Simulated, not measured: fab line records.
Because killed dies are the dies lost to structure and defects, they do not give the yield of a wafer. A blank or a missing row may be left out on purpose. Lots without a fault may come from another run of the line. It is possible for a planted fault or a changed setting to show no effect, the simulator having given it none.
fab line records ; flow ritCmos
record lots=14; wafers=42; lastDay=7
route steps=202 shown ACTIVE@3 NRETRO@59 NLDD@112 M1@202
lots that met no fault: taken from a fault-free run of the same line
startH: hours from the record's opening day to when the first of the lot's shown wafers began ; waitH: hours elapsed since this lot's preceding step ; " same as the row above ; L1.1+2: a row that stands for several wafers ; - either no value or no given start ; * or withheld: withheld ; < > ~ a bound
route shown NAME@n: NAME is a module with steps in the file, n the number in the route of the first one ; usual: mean/standard deviation taken from wafers without a fault ; same: alike in all rows ; chamber/n: place in a boat ; sites: the reading at each site ; _std_site: the values' standard deviation ; _edge_site: inner sites' mean taken away from outer sites' mean ; radiusMm: how far each site lies from the wafer's centre ; mask NAME#n: copy n ; behind: the tool/chamber that last shaped the wafer ; hold: reason for holding the lot/hours on hold/outcome of the hold ; device: names the non-switching transistor (n, p or np) ; end of line: the tests these same wafers got at the end of their route ; step lacking rows: just its recipe ; killed: count of dies lost to structure and defects at first sort (not the wafer's yield) ; map: a wafer's dies, x killed, . not, _ none there
set.NAME: setting as actually run; set.NAME@STEP: the setting as run at that earlier step ; model.NAME: the simulator's own value behind a step, which no gauge read
the route's steps for a sample of lots (tables are steps, rows are wafers)
services: from which hour (startH, from the record's first day; less than 0 if before it) a tool's chamber was out of use, for how many hours, and why
## steps
# step RIT_ACTIVE_THK_MEAS_02
# recipe reads=SiO2_of_ACTIVE_OXIDATION_01
# usual ACTIVE_OXIDE_THK=46.8/0.75
lot.wafer;tool;chamber;startH;waitH;ACTIVE_OXIDE_THK[nm]
L298.2;filmMetro-02;-;17.06;0.0;46.5
L298.5;filmMetro-02;-;17.06;0.0;46.7
L298.6;filmMetro-02;-;17.06;0.0;46.2
L300.1;filmMetro-02;-;27.05;0.0;47.2
L300.5;filmMetro-02;-;27.05;0.0;46.3
L300.6;filmMetro-02;-;27.05;0.0;47.2
L301.1;filmMetro-02;-;32.05;0.0;46.4
L301.4;filmMetro-02;-;32.05;0.0;46.5
L301.6;filmMetro-02;-;32.05;0.0;46.5
L302.1;filmMetro-02;-;39.37;0.0;47.2
L302.4;filmMetro-02;-;39.37;0.0;47.1
L302.6;filmMetro-02;-;39.37;0.0;46.7
L304.2;filmMetro-04;-;47.06;0.0;46.5
L304.3;filmMetro-04;-;47.06;0.0;46.6
L304.4;filmMetro-04;-;47.06;0.0;47.4
L306.1;filmMetro-04;-;57.05;0.0;45.8
L306.2;filmMetro-04;-;57.05;0.0;47.0
L306.6;filmMetro-04;-;57.05;0.0;46.3
L307.2;filmMetro-03;-;62.79;0.0;44.9
L307.4;filmMetro-03;-;62.79;0.0;45.4
L307.6;filmMetro-03;-;62.79;0.0;45.7
L309.3;filmMetro-02;-;74.69;0.0;44.9
L309.4;filmMetro-02;-;74.69;0.0;46.2
L309.5;filmMetro-02;-;74.69;0.0;46.1
L310.2;filmMetro-04;-;77.06;0.0;45.4
L310.4;filmMetro-04;-;77.06;0.0;46.4
L310.5;filmMetro-04;-;77.06;0.0;46.0
L315.2;filmMetro-03;-;102.06;0.0;47.3
L315.4;filmMetro-03;-;102.06;0.0;47.6
L315.5;filmMetro-03;-;102.06;0.0;47.1
L316.1;filmMetro-03;-;107.13;0.0;47.7
L316.2;filmMetro-03;-;107.13;0.0;48.0
L316.3;filmMetro-03;-;107.13;0.0;47.8
L318.2;filmMetro-04;-;117.06;0.0;46.5
L318.3;filmMetro-04;-;117.06;0.0;47.3
L318.6;filmMetro-04;-;117.06;0.0;47.2
L319.1;filmMetro-03;-;122.05;0.0;46.8
L319.2;filmMetro-03;-;122.05;0.0;47.4
L319.5;filmMetro-03;-;122.05;0.0;47.8
L320.1;filmMetro-03;-;127.05;0.0;47.3
L320.2;filmMetro-03;-;127.05;0.0;47.6
L320.4;filmMetro-03;-;127.05;0.0;46.9
# step RIT_ACTIVE_CVD_03
# recipe material=Si3N4; targetThkNm=150; tempC=810; precursor=SiH2Cl2/NH3; timeS=1500; pressureMtorr=300; sih2cl2FlowSccm=60; nh3FlowSccm=150
# usual pressureMtorr=299.9/0.6; spikeTcSourceC=835/3.3
lot.wafer;tool;chamber;startH;waitH;pressureMtorr;spikeTcSourceC
L298.2;lpcvd-02;1;17.11;0.0;300.1;833
L298.5;lpcvd-02;1;17.11;0.0;300.4;833
L298.6;lpcvd-02;1;17.11;0.0;299.7;832
L300.1;lpcvd-02;1;27.11;0.1;300.8;832
L300.5;lpcvd-02;1;27.11;0.1;299.9;832
L300.6;lpcvd-02;1;27.11;0.1;299.8;832
L301.1;lpcvd-02;0;32.11;0.1;299.0;839
L301.4;lpcvd-02;0;32.11;0.1;300.2;838
L301.6;lpcvd-02;0;32.11;0.1;299.2;839
L302.1;lpcvd-01;0;39.43;0.1;298.8;830
L302.4;lpcvd-01;0;39.43;0.1;299.3;831
L302.6;lpcvd-01;0;39.43;0.1;299.1;832
L304.2;lpcvd-01;1;47.11;0.0;300.0;835
L304.3;lpcvd-01;1;47.11;0.0;298.8;834
L304.4;lpcvd-01;1;47.11;0.0;298.6;836
L306.1;lpcvd-02;0;57.11;0.1;300.1;840
L306.2;lpcvd-02;0;57.11;0.1;301.2;838
L306.6;lpcvd-02;0;57.11;0.1;299.9;839
L307.2;lpcvd-01;1;62.84;0.0;300.3;834
L307.4;lpcvd-01;1;62.84;0.0;300.3;834
L307.6;lpcvd-01;1;62.84;0.0;300.1;834
L309.3;lpcvd-02;1;74.73;0.0;299.6;834
L309.4;lpcvd-02;1;74.73;0.0;299.4;833
L309.5;lpcvd-02;1;74.73;0.0;300.6;834
L310.2;lpcvd-01;0;77.11;0.0;299.6;830
L310.4;lpcvd-01;0;77.11;0.0;299.9;831
L310.5;lpcvd-01;0;77.11;0.0;300.0;831
L315.2;lpcvd-02;0;102.11;0.0;150.0;838
L315.4;lpcvd-02;0;102.11;0.0;150.1;838
L315.5;lpcvd-02;0;102.11;0.0;150.0;840
L316.1;lpcvd-02;0;107.19;0.1;151.0;841
L316.2;lpcvd-02;0;107.19;0.1;150.2;838
L316.3;lpcvd-02;0;107.19;0.1;150.3;839
L318.2;lpcvd-01;0;117.11;0.0;301.2;831
L318.3;lpcvd-01;0;117.11;0.0;301.7;830
L318.6;lpcvd-01;0;117.11;0.0;299.9;829
L319.1;lpcvd-02;1;122.41;0.3;299.8;832
L319.2;lpcvd-02;1;122.41;0.3;300.2;832
L319.5;lpcvd-02;1;122.41;0.3;299.9;832
L320.1;lpcvd-02;1;127.11;0.1;299.7;833
L320.2;lpcvd-02;1;127.11;0.1;300.0;832
L320.4;lpcvd-02;1;127.11;0.1;299.5;833
# step RIT_ACTIVE_THK_MEAS_04
# recipe reads=Si3N4_of_ACTIVE_CVD_03
# usual ACTIVE_NITRIDE_THK=149.5/1.3
lot.wafer;tool;chamber;startH;waitH;ACTIVE_NITRIDE_THK[nm]
L298.2;filmMetro-04;-;18.54;0.0;152.3
L298.5;filmMetro-04;-;18.54;0.0;152.2
L298.6;filmMetro-04;-;18.54;0.0;152.3
L300.1;filmMetro-04;-;28.53;0.0;150.7
L300.5;filmMetro-04;-;28.53;0.0;148.9
L300.6;filmMetro-04;-;28.53;0.0;149.8
L301.1;filmMetro-02;-;33.53;0.0;150.6
L301.4;filmMetro-02;-;33.53;0.0;149.2
L301.6;filmMetro-02;-;33.53;0.0;150.4
L302.1;filmMetro-02;-;40.84;0.0;149.1
L302.4;filmMetro-02;-;40.84;0.0;150.0
L302.6;filmMetro-02;-;40.84;0.0;149.3
L304.2;filmMetro-03;-;48.54;0.0;148.7
L304.3;filmMetro-03;-;48.54;0.0;148.1
L304.4;filmMetro-03;-;48.54;0.0;148.8
L306.1;filmMetro-02;-;58.53;0.0;149.2
L306.2;filmMetro-02;-;58.53;0.0;148.6
L306.6;filmMetro-02;-;58.53;0.0;149.5
L307.2;filmMetro-03;-;64.27;0.0;151.8
L307.4;filmMetro-03;-;64.27;0.0;151.8
L307.6;filmMetro-03;-;64.27;0.0;152.0
L309.3;filmMetro-02;-;76.17;0.0;150.6
L309.4;filmMetro-02;-;76.17;0.0;150.1
L309.5;filmMetro-02;-;76.17;0.0;150.9
L310.2;filmMetro-02;-;78.54;0.0;149.4
L310.4;filmMetro-02;-;78.54;0.0;150.5
L310.5;filmMetro-02;-;78.54;0.0;149.1
L315.2;filmMetro-04;-;103.54;0.0;120.9
L315.4;filmMetro-04;-;103.54;0.0;122.0
L315.5;filmMetro-04;-;103.54;0.0;119.6
L316.1;filmMetro-04;-;108.61;0.0;120.0
L316.2;filmMetro-04;-;108.61;0.0;120.5
L316.3;filmMetro-04;-;108.61;0.0;120.2
L318.2;filmMetro-04;-;118.54;0.0;150.2
L318.3;filmMetro-04;-;118.54;0.0;150.1
L318.6;filmMetro-04;-;118.54;0.0;150.6
L319.1;filmMetro-04;-;123.82;0.0;149.3
L319.2;filmMetro-04;-;123.82;0.0;151.4
L319.5;filmMetro-04;-;123.82;0.0;151.2
L320.1;filmMetro-02;-;128.53;0.0;150.6
L320.2;filmMetro-02;-;128.53;0.0;151.2
L320.4;filmMetro-02;-;128.53;0.0;149.2
# step RIT_ACTIVE_ETCH_13
# recipe stopOn=SiO2; chemistry=SF6; target=Si3N4; timeS=210; overEtchFrac=0.4; SF6_flow_sccm=200; pressureMtorr=260; rfW=125; targetDepthA=2100
# usual drypumpMotorCurrentA=5.9/0.48; oesProductAu=0.814/0.012; throttleValvePct=7.54/0.18
lot.wafer;tool;chamber;startH;waitH;drypumpMotorCurrentA;oesProductAu;rfHoursCounterH;throttleValvePct
L298.2;rieDiel-03;1;19.71;0.1;5.6;0.833;158;7.46
L298.5;rieDiel-03;3;19.71;0.1;5.5;0.808;-;7.69
L298.6;rieDiel-03;2;19.71;0.1;6.1;0.799;-;7.36
L300.1;rieDiel-02;3;29.71;0.1;5.2;0.804;71;7.75
L300.5;rieDiel-02;0;29.71;0.1;6.3;0.811;-;7.30
L300.6;rieDiel-02;3;29.71;0.1;5.2;0.815;-;7.76
L301.1;rieDiel-03;0;34.83;0.1;5.3;0.825;43;7.79
L301.4;rieDiel-03;1;34.83;0.1;5.6;0.821;159;7.45
L301.6;rieDiel-03;0;34.83;0.1;5.3;0.824;-;7.79
L302.1;rieDiel-03;1;42.15;0.1;5.6;0.825;159;7.47
L302.4;rieDiel-03;2;42.15;0.1;6.1;0.801;129;7.36
L302.6;rieDiel-03;1;42.15;0.1;5.6;0.830;-;7.48
L304.2;rieDiel-03;2;49.74;0.1;6.1;0.796;129;7.35
L304.3;rieDiel-03;1;49.74;0.1;5.6;0.826;159;7.46
L304.4;rieDiel-03;3;49.74;0.1;5.5;0.790;1;7.69
L306.1;rieDiel-02;0;59.83;0.1;6.3;0.815;167;7.31
L306.2;rieDiel-02;3;59.83;0.1;5.2;0.805;72;7.75
L306.6;rieDiel-02;3;59.83;0.1;5.2;0.814;-;7.77
L307.2;rieDiel-04;2;65.44;0.1;5.4;0.810;164;7.34
L307.4;rieDiel-04;3;65.44;0.1;6.1;0.819;27;7.39
L307.6;rieDiel-04;0;65.44;0.1;5.9;0.812;-;7.66
L309.3;rieDiel-04;1;77.45;0.1;6.6;0.814;6;7.51
L309.4;rieDiel-04;0;77.45;0.1;5.9;0.809;117;7.64
L309.5;rieDiel-04;3;77.45;0.1;6.1;0.820;-;7.39
L310.2;rieDiel-02;3;79.78;0.1;5.2;0.801;72;7.76
L310.4;rieDiel-02;3;79.78;0.1;5.2;0.810;-;7.76
L310.5;rieDiel-02;1;79.78;0.1;6.6;0.835;-;7.70
L315.2;rieDiel-02;1;104.71;0.1;6.6;0.756;121;7.70
L315.4;rieDiel-02;0;104.71;0.1;6.3;0.734;0;7.31
L315.5;rieDiel-02;0;104.71;0.1;6.3;0.725;-;7.31
L316.1;rieDiel-03;0;109.92;0.1;5.3;0.737;44;7.77
L316.2;rieDiel-03;2;109.92;0.1;6.1;0.725;130;7.38
L316.3;rieDiel-03;3;109.92;0.1;5.5;0.720;2;7.69
L318.2;rieDiel-02;2;119.71;0.1;6.3;0.816;4;7.25
L318.3;rieDiel-02;1;119.71;0.1;6.6;0.840;121;7.71
L318.6;rieDiel-02;1;119.71;0.1;6.6;0.838;-;7.70
L319.1;rieDiel-04;1;125.14;0.1;6.7;0.809;7;7.52
L319.2;rieDiel-04;3;125.14;0.1;6.1;0.825;28;7.40
L319.5;rieDiel-04;2;125.14;0.1;5.4;0.828;-;7.35
L320.1;rieDiel-03;1;129.83;0.1;5.6;0.830;0;7.47
L320.2;rieDiel-03;2;129.83;0.1;6.1;0.807;130;7.38
L320.4;rieDiel-03;0;129.83;0.1;5.3;0.815;44;7.76
# step RIT_NRETRO_OVL_MEAS_06
# usual NRETRO_OVL=-0.7/1.3
lot.wafer;tool;chamber;startH;waitH;NRETRO_OVL[nm]
L298.2;overlay-02;-;35.10;-;-0.2
L298.5;overlay-02;-;35.10;-;-1.9
L298.6;overlay-02;-;35.10;-;-3.3
L300.1;overlay-01;-;44.74;-;0.2
L300.5;overlay-01;-;44.74;-;2.0
L300.6;overlay-01;-;44.74;-;-0.2
L301.1;overlay-02;-;50.86;-;-1.5
L301.4;overlay-02;-;50.86;-;0.3
L301.6;overlay-02;-;50.86;-;-2.0
L302.1;overlay-02;-;56.30;-;-1.8
L302.4;overlay-02;-;56.30;-;0.7
L302.6;overlay-02;-;56.30;-;-1.1
L304.2;overlay-01;-;64.22;-;-0.2
L304.3;overlay-01;-;64.22;-;0.8
L304.4;overlay-01;-;64.22;-;0.7
L306.1;overlay-01;-;76.43;-;1.1
L306.2;overlay-01;-;76.43;-;-1.2
L306.6;overlay-01;-;76.43;-;-0.3
L307.2;overlay-01;-;81.26;-;0.5
L307.4;overlay-01;-;81.26;-;-1.8
L307.6;overlay-01;-;81.26;-;-0.7
L309.3;overlay-01;-;93.04;-;-0.5
L309.4;overlay-01;-;93.04;-;1.2
L309.5;overlay-01;-;93.04;-;-0.4
L310.2;overlay-01;-;93.92;-;-0.1
L310.4;overlay-01;-;93.92;-;-1.4
L310.5;overlay-01;-;93.92;-;-1.9
L315.2;overlay-02;-;120.79;-;-1.3
L315.4;overlay-02;-;120.79;-;-2.0
L315.5;overlay-02;-;120.79;-;-1.8
L316.1;overlay-02;-;123.89;-;-2.4
L316.2;overlay-02;-;123.89;-;-1.3
L316.3;overlay-02;-;123.89;-;-1.0
L318.2;overlay-02;-;136.89;-;-0.7
L318.3;overlay-02;-;136.89;-;0.8
L318.6;overlay-02;-;136.89;-;2.2
L319.1;overlay-01;-;142.89;-;-3.0
L319.2;overlay-01;-;142.89;-;-3.2
L319.5;overlay-01;-;142.89;-;-2.1
L320.1;overlay-02;-;147.85;-;-1.4
L320.2;overlay-02;-;147.85;-;-1.0
L320.4;overlay-02;-;147.85;-;-1.1
# step RIT_NLDD_STRIP_09
# recipe chemistry=O2; timeS=180; resist=NOVOLAK; platenTempC=withheld; powerW=500; pressureMtorr=4000; o2FlowSccm=4000
# usual drypumpMotorCurrentA=5.8/0.51
lot.wafer;tool;chamber;startH;waitH;drypumpMotorCurrentA;rfHoursCounterH
L298.2;plasmaAsher-01;0;48.31;0.1;5.9;25
L298.5;plasmaAsher-01;0;48.31;0.1;5.8;-
L298.6;plasmaAsher-01;1;48.31;0.1;6.3;-
L300.1;plasmaAsher-01;1;56.36;0.1;6.3;26
L300.5;plasmaAsher-01;1;56.36;0.1;6.3;-
L300.6;plasmaAsher-01;0;56.36;0.1;5.8;-
L301.1;plasmaAsher-02;0;62.89;0.1;6.6;41
L301.4;plasmaAsher-02;0;62.89;0.1;6.6;-
L301.6;plasmaAsher-02;1;62.89;0.1;5.7;-
L302.1;plasmaAsher-01;1;71.47;0.1;6.3;27
L302.4;plasmaAsher-01;0;71.47;0.1;5.9;-
L302.6;plasmaAsher-01;0;71.47;0.1;5.8;-
L304.2;plasmaAsher-02;1;78.70;0.1;5.7;43
L304.3;plasmaAsher-02;0;78.70;0.1;6.6;-
L304.4;plasmaAsher-02;1;78.70;0.1;5.7;-
L306.1;plasmaAsher-04;1;88.19;0.1;5.1;44
L306.2;plasmaAsher-04;0;88.19;0.1;5.4;44
L306.6;plasmaAsher-04;1;88.19;0.1;5.1;-
L307.2;plasmaAsher-02;0;96.82;0.1;6.6;45
L307.4;plasmaAsher-02;1;96.82;0.1;5.8;-
L307.6;plasmaAsher-02;0;96.82;0.1;6.6;-
L309.3;plasmaAsher-04;0;106.50;0.1;5.4;-
L309.4;plasmaAsher-04;1;106.50;0.1;5.0;-
L309.5;plasmaAsher-04;0;106.50;0.1;5.4;-
L310.2;plasmaAsher-02;0;107.29;0.1;6.6;46
L310.4;plasmaAsher-02;0;107.29;0.1;6.6;-
L310.5;plasmaAsher-02;1;107.29;0.1;5.7;-
L315.2;plasmaAsher-02;0;134.45;0.1;6.6;49
L315.4;plasmaAsher-02;1;134.45;0.1;5.7;-
L315.5;plasmaAsher-02;0;134.45;0.1;6.6;-
L316.1;plasmaAsher-04;1;139.56;0.1;5.1;2
L316.2;plasmaAsher-04;0;139.56;0.1;5.4;2
L316.3;plasmaAsher-04;1;139.56;0.1;5.0;-
L318.2;plasmaAsher-02;0;149.82;0.1;6.6;50
L318.3;plasmaAsher-02;0;149.82;0.1;6.6;-
L318.6;plasmaAsher-02;1;149.82;0.1;5.7;-
L319.1;plasmaAsher-04;1;156.15;0.1;5.0;4
L319.2;plasmaAsher-04;0;156.15;0.1;5.4;4
L319.5;plasmaAsher-04;0;156.15;0.1;5.4;-
L320.1;plasmaAsher-04;0;161.52;0.1;5.4;5
L320.2;plasmaAsher-04;1;161.52;0.1;5.0;5
L320.4;plasmaAsher-04;1;161.52;0.1;5.0;-
# step RIT_M1_PROBE_99
# usual killed_at_M0_to_M3=0.0/0.12; killedAtContacts=0.1/0.24; killedAtFrontEnd=7.1/3; killedDies=7.2/3; killedOpen=3.7/2; killedShort=3.5/2
# same grossDies=264; killed_at_M4_up=0; killedAtBackSide=0; killedAtOther=0
lot.wafer;tool;chamber;startH;waitH;killed_at_M0_to_M3;killedAtContacts;killedAtFrontEnd;killedDies;killedOpen;killedShort
L304.2;prober-02;-;94.89;0.1;0;0;7;7;1;6
L304.3;prober-02;-;94.94;0.2;0;0;1;1;0;1
L304.4;prober-02;-;94.99;0.2;0;0;5;5;2;3
L307.2;prober-01;-;113.91;0.1;0;0;12;12;5;6
L307.6;prober-01;-;114.11;0.2;0;0;4;4;2;2
L309.3;prober-01;-;122.66;0.2;0;0;14;14;6;8
L309.4;prober-01;-;122.71;0.2;0;0;4;4;0;3
L309.5;prober-01;-;122.76;0.2;0;0;5;5;4;1
# killed by level:class
L304.2 FOX2:geometricParticle:short=2 GATE:geometricParticle:short=2 GATE:geometricParticle:open=1 REOX:geometricParticle:short=1 SILICIDE:geometricParticle:short=1
L304.3 FOX1:geometricParticle:short=1
L304.4 GATE:geometricParticle:short=2 FOX1:geometricParticle:open=1 FOX2:geometricParticle:short=1 GATE:geometricParticle:open=1
L307.2 GATE:geometricParticle:short=3 GATE:geometricParticle:open=2 FOX1:geometricParticle:open=1 FOX1:geometricParticle:short=1 REOX:geometricParticle:open=1 SPACER:geometricParticle:open=1 SPACER:geometricParticle:short=1 SILICIDE:geometricParticle:short=1
L307.6 GATE:geometricParticle:open=2 GATE:geometricParticle:short=2
L309.3 GATE:geometricParticle:open=5 SILICIDE:geometricParticle:short=3 FOX2:geometricParticle:short=2 REOX:geometricParticle:short=2 FOX2:geometricParticle:open=1 GATE:geometricParticle:short=1
L309.4 FOX1:geometricParticle:short=1 GATE:geometricParticle:short=1 SPACER:geometricParticle:short=1 NLDD:coatMicrobubblePrinted=1
L309.5 GATE:geometricParticle:open=2 SILICIDE:geometricParticle:open=1 SILICIDE:geometricParticle:short=1 STARTING-WAFER:geometricParticle:open=1
## services
tool;chamber;startH;hours;kind
lpcvd-01;-;-2.01;1.0;repair
lpcvd-02;-;7.02;2.8;pm
plasmaAsher-01;-;12.17;14.6;pm
rieDiel-04;0;19.34;8.1;repair
rieDiel-04;2;22.64;19.4;repair
lpcvd-01;-;25.05;6.1;pm
plasmaAsher-02;-;34.92;0.8;repair
rieDiel-02;-;44.06;15.6;pm
lpcvd-01;-;56.69;6.0;pm
rieDiel-02;1;71.90;7.7;repair
rieDiel-02;0;75.18;1.3;repair
rieDiel-02;0;87.15;-;clean
rieDiel-02;0;87.15;15.4;scheduledDown
rieDiel-02;3;87.56;9.3;repair
rieDiel-03;2;89.44;15.4;repair
rieDiel-03;1;104.86;-;clean
rieDiel-03;1;104.86;14.5;scheduledDown
rieDiel-03;1;104.86;14.5;ventCycle
plasmaAsher-04;-;108.75;9.0;pm
lpcvd-02;-;116.41;6.0;pm
plasmaAsher-04;-;135.51;1.5;repair
rieDiel-04;-;144.67;1.0;repair
rieDiel-02;-;149.96;2.8;pm
rieDiel-03;-;151.04;14.6;pm
## key
firstSign step=RIT_ACTIVE_CVD_03; reading=pressureMtorr; direction=down; sigmas=99+; usual=299.9; struck=150.3
effect step=RIT_ACTIVE_THK_MEAS_04; reading=ACTIVE_NITRIDE_THK; direction=down; sigmas=22; usual=149.5; struck=120.5
effect step=RIT_ACTIVE_ETCH_13; reading=oesProductAu; direction=down; sigmas=6.8; usual=0.814; struck=0.733
metAt RIT_ACTIVE_CVD_03
struckLots L315,L316
struckWafers L315.2,L315.4,L315.5,L316.1,L316.2,L316.3
testerLeftOut L315,L316
notActingAt RIT_ACTIVE_THK_MEAS_02,RIT_NRETRO_OVL_MEAS_06,RIT_NLDD_STRIP_09
onsetBetween 57.11 102.11
fault kind=processParameterDrift; tool=lpcvd-02; chamber=0; onsetH=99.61; steps=RIT_ACTIVE_CVD_03; channel=pressureMtorr; offset=-150; shape=step; endH=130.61; actsIn=theseRecipesOnly; stated=300
# testerLeftOut: of these lots the tester's yield and bins aren't shown, on N5 and GAA mostly nor the transistor test; their killed dies are dies lost to structure and defects alone, not to doping, threshold or leakage, so they don't give the yield
